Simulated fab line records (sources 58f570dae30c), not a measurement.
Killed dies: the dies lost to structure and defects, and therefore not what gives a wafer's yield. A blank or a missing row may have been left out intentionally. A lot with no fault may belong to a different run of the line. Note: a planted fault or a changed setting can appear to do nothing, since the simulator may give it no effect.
Chamber matching + flow berkeley cmos170 + UCB170_CONTACT_ETCH_18 on rie diel-04: 4 sister chambers
The step etches PSG in CHF3/CF4/Ar, stops on TiSi2, target depth 840 nm, time 195 s. 14 wafers are shown with their chamber, then 7 later ones without.

## WAFERS WITH THEIR CHAMBER
| wafer  | chamber | drypump motor current A (A) | oes product au (a.u.) | throttle valve pct (%) |
|--------|---------|-----------------------------|-----------------------|------------------------|
| L600.1 | 2       | 5.5                         | 0.906                 | 6.90                   |
| L600.2 | 0       | 5.9                         | 0.903                 | 6.85                   |
| L600.6 | 0       | 5.9                         | 0.903                 | 6.84                   |
| L602.3 | 1       | 4.9                         | 0.885                 | 6.84                   |
| L602.5 | 2       | 5.5                         | 0.915                 | 6.91                   |
| L602.6 | 3       | 6.7                         | 0.874                 | 6.90                   |
| L605.1 | 0       | 5.9                         | 0.908                 | 6.84                   |
| L605.3 | 3       | 6.6                         | 0.873                 | 6.87                   |
| L605.6 | 2       | 5.5                         | 0.913                 | 6.91                   |
| L604.1 | 1       | 4.9                         | 0.883                 | 6.84                   |
| L604.3 | 0       | 6.0                         | 0.899                 | 6.84                   |
| L604.4 | 2       | 5.5                         | 0.917                 | 6.91                   |
| L606.2 | 3       | 6.7                         | 0.880                 | 6.89                   |
| L606.5 | 2       | 5.5                         | 0.909                 | 6.92                   |

SIGNATURES (means of the wafers above)
| reading                 | chamber 0 | chamber 1 | chamber 2 | chamber 3 | scatter within a chamber |
|-------------------------|-----------|-----------|-----------|-----------|--------------------------|
| drypump motor current A | 5.925     | 4.900     | 5.500     | 6.667     | 0.0376                   |
| oes product au          | 0.90325   | 0.88400   | 0.91200   | 0.87567   | 0.00389                  |
| throttle valve pct      | 6.8425    | 6.8400    | 6.9100    | 6.8867    | 0.00861                  |
Rule: for each reading, subtract the chamber's mean from the wafer's reading, divide by that reading's scatter and square the result; add these up over the readings and take the root, which gives the wafer's distance from the chamber. If the next closest chamber is less than 2 further off than the closest, the wafer can't be placed; otherwise it belongs to the closest. The scatter is the square root of a quotient: the sum, over the shown wafers, of each reading's squared deviation from its chamber's mean, divided by wafers minus chambers.

## WAFERS WITH NO CHAMBER GIVEN
| wafer  | drypump motor current A (A) | oes product au (a.u.) | throttle valve pct (%) |
|--------|-----------------------------|-----------------------|------------------------|
| L606.6 | 4.9                         | 0.883                 | 6.84                   |
| L611.4 | 4.9                         | 0.884                 | 6.85                   |
| L611.5 | 5.9                         | 0.906                 | 6.84                   |
| L611.6 | 4.9                         | 0.884                 | 6.86                   |
| L621.1 | 6.7                         | 0.875                 | 6.88                   |
| L621.3 | 4.9                         | 0.892                 | 6.86                   |
| L621.5 | 6.6                         | 0.880                 | 6.90                   |

## CHAMBER TAKEN BY EACH
| wafer  | from the rows above | in truth |
|--------|---------------------|----------|
| L606.6 | 1                   | 1        |
| L611.4 | 1                   | 1        |
| L611.5 | 0                   | 0        |
| L611.6 | 1                   | 1        |
| L621.1 | 3                   | 3        |
| L621.3 | 1                   | 1        |
| L621.5 | 3                   | 3        |
Placed correctly: 7 of 7. Not placeable from these rows: 0. Number placed wrongly: 0.
